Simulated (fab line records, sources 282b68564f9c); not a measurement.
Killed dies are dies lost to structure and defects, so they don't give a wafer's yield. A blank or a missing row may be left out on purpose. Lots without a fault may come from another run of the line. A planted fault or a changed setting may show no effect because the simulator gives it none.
fab line records | flow rit_cmos
record lots=6 wafers=18 last_day=7
route steps=202 shown NWELL@35 PWELL@39 WELLDRIVE@50 M1@202
lots that met no fault: from a run of the same line without faults
start_h: hours from the record's first day to the start of the lot's first wafer shown | wait_h: hours since the lot's step before | " the same as in the row above | L1.1+2: a row that stands for several wafers | - no value, or no start given | * or withheld: withheld | < > ~ a bound
route shown NAME@n: a module of which the file shows steps, and the number in the route of the first | usual: mean/standard deviation of fault-free wafers | same: alike in all rows | chamber/n: place in a boat | sites: the reading at each site | _std_site: their standard deviation | _edge_site: outer sites' mean less inner sites' | radius_mm: how far each site lies from the wafer's centre | mask NAME#n: copy n | behind: the tool/chamber that last shaped the wafer | hold: why the lot was held/for how many hours/how that ended | device: the transistor (n, p or np) that didn't switch | end of line: the same wafers' tests at the end of the route | a step without rows: its recipe alone | killed: dies lost to structure and defects at the first sort, not the wafer's yield | map: a wafer's dies, x killed, . not, _ none there
set.NAME: the setting as run; set.NAME@STEP: as run at that earlier step | model.NAME: the simulator's own value behind a step, which no gauge read
lots at some steps of the route; a table a step, a row a wafer
services: from which hour (start_h, from the record's first day; less than 0 if before it) a tool's chamber was out of use, for how many hours, and why
## steps
# step RIT_NWELL_HARDBAKE_07
# recipe resist=NOVOLAK temp_c=140 time_s=120
# step RIT_NWELL_IMPLANT_08
# recipe species=P energy_kev=170 dose_cm2=5e+13 tilt_deg=7
# step RIT_NWELL_STRIP_09
# recipe chemistry=O2 time_s=180 resist=NOVOLAK platen_temp_c=withheld power_w=500 pressure_mtorr=4000 o2_flow_sccm=4000
# usual chamber_pressure_mTorr=4000/3.5 drypump_motor_current_A=6.1/0.45
# columns lot.wafer tool chamber start_h wait_h chamber_pressure_mTorr drypump_motor_current_A rf_hours_counter_h
L212.2 plasma_asher-02 1 22.55 0.1 3999 6.5 38
L212.3 " 0 " " 3993 5.3 -
L212.4 " 1 " " 4000 6.5 -
L213.3 plasma_asher-03 1 29.07 0.1 3992 6.3 -
L213.4 " 0 " " 4001 6.5 -
L213.5 " 0 " " 4003 6.5 -
L228.1 plasma_asher-03 0 102.43 0.1 4000 6.5 42
L228.3 " 0 " " 4002 6.5 -
L228.6 " 0 " " 4002 6.5 -
L230.1 plasma_asher-02 1 112.40 0.1 3996 6.4 49
L230.2 " 0 " " 4003 5.3 49
L230.4 " 1 " " 3992 6.5 -
L231.3 plasma_asher-03 0 118.49 0.1 3998 6.5 -
L231.5 " 0 " " 3997 6.5 -
L231.6 " 1 " " 4002 6.3 -
L232.3 plasma_asher-01 1 122.08 0.1 4005 5.9 -
L232.5 " 0 " " 3997 6.3 -
L232.6 " 1 " " 3998 5.9 -
# step RIT_NWELL_TW_MEAS_10
# usual NWELL_TW=2156/21
# columns lot.wafer tool chamber start_h wait_h NWELL_TW
L212.2 film_metro-04 - 22.74 0.1 2139
L212.3 " - " " 2145
L212.4 " - " " 2132
L213.3 film_metro-04 - 29.21 0.1 2169
L213.4 " - " " 2160
L213.5 " - " " 2157
L228.1 film_metro-01 - 102.61 0.1 2178
L228.3 " - " " 2171
L228.6 " - " " 2169
L230.1 film_metro-01 - 112.58 0.1 2174
L230.2 " - " " 2170
L230.4 " - " " 2161
L231.3 film_metro-02 - 118.63 0.1 2164
L231.5 " - " " 2176
L231.6 " - " " 2160
L232.3 film_metro-04 - 122.22 0.1 2142
L232.5 " - " " 2143
L232.6 " - " " 2144
# step RIT_PWELL_HMDS_00
# recipe prime_time_s=60 prime_temp_c=140
# step RIT_PWELL_COAT_01
# recipe resist=NOVOLAK spin_rpm=2000 resist_thk_nm=1300
# step RIT_PWELL_SOFTBAKE_02
# recipe resist=NOVOLAK temp_c=90 time_s=60
# step RIT_PWELL_EXPOSE_03
# recipe mask_id=M3 na=0.57 target_cd_nm=43700 dose_mj=250
# step RIT_PWELL_PEB_04
# recipe resist=NOVOLAK temp_c=withheld time_s=withheld
# step RIT_PWELL_DEVELOP_05
# recipe resist=NOVOLAK develop_time_s=68 dev_temp_c=23
# step RIT_PWELL_OVL_MEAS_06
# usual PWELL_OVL=-0.1/1.5
# columns lot.wafer tool chamber start_h wait_h PWELL_OVL[nm]
L212.2 overlay-01 - 23.84 - 0.0
L212.3 " - " " -0.5
L212.4 " - " " -0.6
L213.3 overlay-01 - 30.26 - 0.9
L213.4 " - " " 0.5
L213.5 " - " " 1.7
L228.1 overlay-02 - 103.67 - -1.6
L228.3 " - " " -3.2
L228.6 " - " " -2.8
L230.1 overlay-01 - 113.64 - -1.2
L230.2 " - " " -0.7
L230.4 " - " " -0.6
L231.3 overlay-01 - 119.56 - 0.5
L231.5 " - " " 0.7
L231.6 " - " " -1.1
L232.3 overlay-01 - 123.27 - -2.8
L232.5 " - " " -2.6
L232.6 " - " " -2.0
# step RIT_PWELL_HARDBAKE_07
# recipe resist=NOVOLAK temp_c=140 time_s=120
# step RIT_PWELL_IMPLANT_08
# recipe species=B energy_kev=170 dose_cm2=7e+13 tilt_deg=7
# usual beam_energy_keV=169.99/0.052 beam_on_s=10.01/0.2
# columns lot.wafer tool chamber start_h wait_h beam_energy_keV beam_on_s model.implant.rp_nm model.implant.drp_nm
L212.2 implanter-01 0 24.14 0.2 170.07 9.72 466.2 102.9
L212.3 " 0 " " 170.06 9.98 466.2 102.9
L212.4 " 0 " " 170.05 10.00 466.2 102.9
L213.3 implanter-03 0 30.59 0.2 169.97 9.80 490.7 102.9
L213.4 " 0 " " 169.96 9.69 490.7 102.9
L213.5 " 0 " " 170.02 10.30 490.7 102.9
L228.1 implanter-01 0 103.96 0.2 124.33 10.07 378 91.23
L228.3 " 0 " " 124.32 9.77 378 91.23
L228.6 " 0 " " 124.16 10.02 378 91.23
L230.1 implanter-01 0 113.93 0.2 124.25 9.83 377.9 91.23
L230.2 " 0 " " 124.15 10.41 377.9 91.23
L230.4 " 0 " " 124.23 9.93 377.9 91.23
L231.3 implanter-04 0 119.89 0.2 169.96 10.08 482.2 102.9
L231.5 " 0 " " 169.94 9.97 482.2 102.9
L231.6 " 0 " " 170.05 9.89 482.2 102.9
L232.3 implanter-04 0 123.60 0.2 169.99 10.05 477.6 102.9
L232.5 " 0 " " 169.98 9.98 477.6 102.9
L232.6 " 0 " " 170.00 9.85 477.6 102.9
# step RIT_PWELL_STRIP_09
# recipe chemistry=O2 time_s=180 resist=NOVOLAK platen_temp_c=withheld power_w=500 pressure_mtorr=4000 o2_flow_sccm=4000
# usual chamber_pressure_mTorr=4000/3.4 drypump_motor_current_A=6.0/0.46
# columns lot.wafer tool chamber start_h wait_h chamber_pressure_mTorr drypump_motor_current_A rf_hours_counter_h
L212.2 plasma_asher-03 1 24.27 0.1 3999 6.3 37
L212.3 " 0 " " 4001 6.5 -
L212.4 " 1 " " 3997 6.3 -
L213.3 plasma_asher-02 1 30.75 0.1 3998 6.5 -
L213.4 " 0 " " 4005 5.3 -
L213.5 " 0 " " 4002 5.3 -
L228.1 plasma_asher-02 1 104.11 0.1 4001 6.4 48
L228.3 " 0 " " 3999 5.3 -
L228.6 " 0 " " 3998 5.3 -
L230.1 plasma_asher-02 1 114.08 0.1 4002 6.5 49
L230.2 " 0 " " 3996 5.3 49
L230.4 " 0 " " 3997 5.3 -
L231.3 plasma_asher-04 1 120.04 0.1 3999 6.2 -
L231.5 " 0 " " 4008 6.0 -
L231.6 " 1 " " 3998 6.1 -
L232.3 plasma_asher-04 1 123.76 0.1 4003 6.2 -
L232.5 " 1 " " 3995 6.2 -
L232.6 " 0 " " 3997 6.0 -
# step RIT_PWELL_TW_MEAS_10
# usual PWELL_TW=958/8.7
# columns lot.wafer tool chamber start_h wait_h PWELL_TW
L212.2 film_metro-01 - 24.45 0.1 973
L212.3 " - " " 964
L212.4 " - " " 973
L213.3 film_metro-01 - 30.88 0.1 966
L213.4 " - " " 966
L213.5 " - " " 965
L228.1 film_metro-02 - 104.28 0.1 939
L228.3 " - " " 938
L228.6 " - " " 940
L230.1 film_metro-04 - 114.25 0.1 937
L230.2 " - " " 933
L230.4 " - " " 940
L231.3 film_metro-04 - 120.18 0.1 949
L231.5 " - " " 948
L231.6 " - " " 948
L232.3 film_metro-04 - 123.89 0.1 954
L232.5 " - " " 955
L232.6 " - " " 954
# step RIT_WELLDRIVE_ANNEAL_00
# recipe temp_c=1100 time_s=14700 ambient=N2
# step RIT_WELLDRIVE_RS_MEAS_01
# recipe thk_meas_gauge=four-point-probe
# usual NWELL_RS=275.5/0.73
# columns lot.wafer tool chamber start_h wait_h NWELL_RS[ohm/sq]
L212.2 film_metro-02 - 29.60 0.0 275.2
L212.3 " - " " 275.5
L212.4 " - " " 276.6
L213.3 film_metro-01 - 36.05 0.0 273.6
L213.4 " - " " 274.6
L213.5 " - " " 274.9
L228.1 film_metro-01 - 109.85 0.0 275.1
L228.3 " - " " 274.8
L228.6 " - " " 274.9
L230.1 film_metro-01 - 119.42 0.0 275.7
L230.2 " - " " 275.6
L230.4 " - " " 275.3
L231.3 film_metro-02 - 126.85 0.0 275.0
L231.5 " - " " 274.6
L231.6 " - " " 275.2
L232.3 film_metro-02 - 129.07 0.0 274.7
L232.5 " - " " 275.0
L232.6 " - " " 275.4
# step RIT_WELLDRIVE_RS_MEAS_02
# recipe thk_meas_gauge=four-point-probe
# usual PWELL_RS=429.4/1.3
# columns lot.wafer tool chamber start_h wait_h hold PWELL_RS[ohm/sq]
L212.2 film_metro-02 - 29.72 0.1 - 430.0
L212.3 " - " " - 430.9
L212.4 " - " " - 430.9
L213.3 film_metro-01 - 36.17 0.1 - 428.7
L213.4 " - " " - 429.4
L213.5 " - " " - 429.0
L228.1 film_metro-01 - 109.97 0.1 await_dispo/0.2h/release 442.5
L228.3 " - " " await_dispo/0.2h/release 442.4
L228.6 " - " " await_dispo/0.2h/release 441.5
L228.1 film_metro-01 - 110.26 0.3 - 442.1
L228.3 " - " " - 442.6
L228.6 " - " " - 440.9
L230.1 film_metro-01 - 119.54 0.1 await_dispo/0.2h/release 439.3
L230.2 " - " " await_dispo/0.2h/release 441.2
L230.4 " - " " await_dispo/0.2h/release 440.1
L230.1 film_metro-01 - 119.83 0.3 - 440.2
L230.2 " - " " - 440.8
L230.4 " - " " - 441.6
L231.3 film_metro-02 - 126.97 0.1 - 430.0
L231.5 " - " " - 432.6
L231.6 " - " " - 431.1
L232.3 film_metro-02 - 129.19 0.1 - 429.3
L232.5 " - " " - 430.7
L232.6 " - " " - 430.3
# step RIT_M1_PROBE_99
# usual killed_at_contacts=0.1/0.34 killed_at_front_end=6.9/2.8 killed_dies=7.1/2.8 killed_open=3.4/1.9 killed_short=3.6/1.7
# same gross_dies=264 killed_at_M0_to_M3=0 killed_at_M4_up=0 killed_at_back_side=0 killed_at_other=0
# columns lot.wafer tool chamber start_h wait_h killed_at_contacts killed_at_front_end killed_dies killed_open killed_short
L212.2 prober-01 - 63.56 0.1 0 10 10 5 5
L212.3 prober-01 - 63.61 0.2 0 10 10 5 5
L212.4 prober-01 - 63.66 0.2 0 11 11 7 4
L228.1 prober-01 - 147.41 0.1 0 6 6 3 3
L228.3 prober-01 - 147.51 0.2 0 9 9 4 5
L228.6 prober-01 - 147.66 0.2 0 7 7 4 3
L231.3 prober-01 - 157.01 0.2 0 10 10 5 5
L231.5 prober-01 - 157.11 0.2 0 10 10 4 6
L231.6 prober-01 - 157.16 0.2 0 6 6 5 1
L230.1 prober-01 - 159.23 0.1 0 8 8 5 3
L230.2 prober-01 - 159.28 0.1 0 8 8 3 5
L230.4 prober-01 - 159.38 0.2 0 7 7 7 0
# killed by level:class
L212.2 GATE:geometric_particle:open=3 REOX:geometric_particle:open=2 SPACER:geometric_particle:short=2 SILICIDE:geometric_particle:short=2 REOX:geometric_particle:short=1
L212.3 GATE:geometric_particle:open=3 GATE:geometric_particle:short=2 SILICIDE:geometric_particle:open=2 FOX1:geometric_particle:short=1 REOX:geometric_particle:short=1 SPACER:geometric_particle:short=1
L212.4 REOX:geometric_particle:short=3 SILICIDE:geometric_particle:open=3 GATE:geometric_particle:open=2 REOX:geometric_particle:open=1 SPACER:geometric_particle:open=1 SPACER:geometric_particle:short=1
L228.1 GATE:geometric_particle:open=3 GATE:geometric_particle:short=2 FOX2:geometric_particle:short=1
L228.3 GATE:geometric_particle:open=2 FOX1:geometric_particle:open=1 FOX1:geometric_particle:short=1 FOX2:geometric_particle:open=1 GATE:geometric_particle:short=1 REOX:geometric_particle:short=1 SPACER:geometric_particle:short=1 SILICIDE:geometric_particle:short=1
L228.6 FOX2:geometric_particle:open=2 GATE:geometric_particle:short=2 FOX1:geometric_particle:open=1 REOX:geometric_particle:open=1 SILICIDE:geometric_particle:short=1
L231.3 GATE:geometric_particle:open=4 GATE:geometric_particle:short=3 REOX:geometric_particle:short=1 SPACER:geometric_particle:open=1 SILICIDE:geometric_particle:short=1
L231.5 GATE:geometric_particle:short=4 GATE:geometric_particle:open=2 FOX2:geometric_particle:open=1 SPACER:geometric_particle:open=1 SPACER:geometric_particle:short=1 SILICIDE:geometric_particle:short=1
L231.6 REOX:geometric_particle:open=3 FOX2:geometric_particle:open=1 GATE:geometric_particle:open=1 SILICIDE:geometric_particle:short=1
L230.1 GATE:geometric_particle:open=3 SILICIDE:geometric_particle:open=2 FOX2:geometric_particle:short=1 GATE:geometric_particle:short=1 REOX:geometric_particle:short=1
L230.2 GATE:geometric_particle:short=3 FOX1:geometric_particle:open=1 FOX1:geometric_particle:short=1 GATE:geometric_particle:open=1 REOX:geometric_particle:open=1 SILICIDE:geometric_particle:short=1
L230.4 GATE:geometric_particle:open=5 SILICIDE:geometric_particle:open=2
## services
# columns tool chamber start_h hours kind
implanter-01 - 15.22 1.2 repair
plasma_asher-02 - 40.67 2.8 pm
plasma_asher-03 - 57.75 28.1 pm
implanter-04 - 66.61 0.9 repair
implanter-03 - 75.54 5.0 repair
implanter-03 - 85.00 4.1 repair
implanter-04 - 89.28 13.6 repair
implanter-04 - 92.22 3.7 repair
plasma_asher-03 - 105.49 1.6 repair
plasma_asher-03 - 108.75 9.0 pm
plasma_asher-03 0 108.75 9.0 vent_cycle
plasma_asher-03 1 108.75 9.0 vent_cycle
plasma_asher-01 - 111.83 4.1 repair
plasma_asher-03 0 117.75 - clean
plasma_asher-03 1 117.75 - clean
implanter-03 - 121.39 1.0 repair
## key
first_sign step=RIT_PWELL_IMPLANT_08 reading=beam_energy_keV direction=down sigmas=99+ usual=169.99 struck=124.24
effect step=RIT_PWELL_TW_MEAS_10 reading=PWELL_TW direction=down sigmas=2.3 usual=958 struck=938
effect step=RIT_WELLDRIVE_RS_MEAS_02 reading=visit direction=added
effect step=RIT_WELLDRIVE_RS_MEAS_02 reading=PWELL_RS direction=up sigmas=9.3 usual=429.4 struck=441.2
model_effect step=RIT_PWELL_IMPLANT_08 value=implant.rp_nm without=482.5 struck=378
met_at RIT_PWELL_IMPLANT_08
struck_wafers L228.1,L228.3,L228.6,L230.1,L230.2,L230.4
tester_left_out L228,L230
onset_between 24.14 103.96
fault kind=process_parameter_drift tool=implanter-01 chamber=- onset_h=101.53 steps=RIT_PWELL_IMPLANT_08 channel=energy_kev offset=-45.762 shape=step end_h=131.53 acts_in=these_recipes_only stated=170
# tester_left_out: of these lots the tester's yield and bins aren't shown, on N5 and GAA mostly nor the transistor test; their killed dies are dies lost to structure and defects alone, not to doping, threshold or leakage, so they don't give the yield
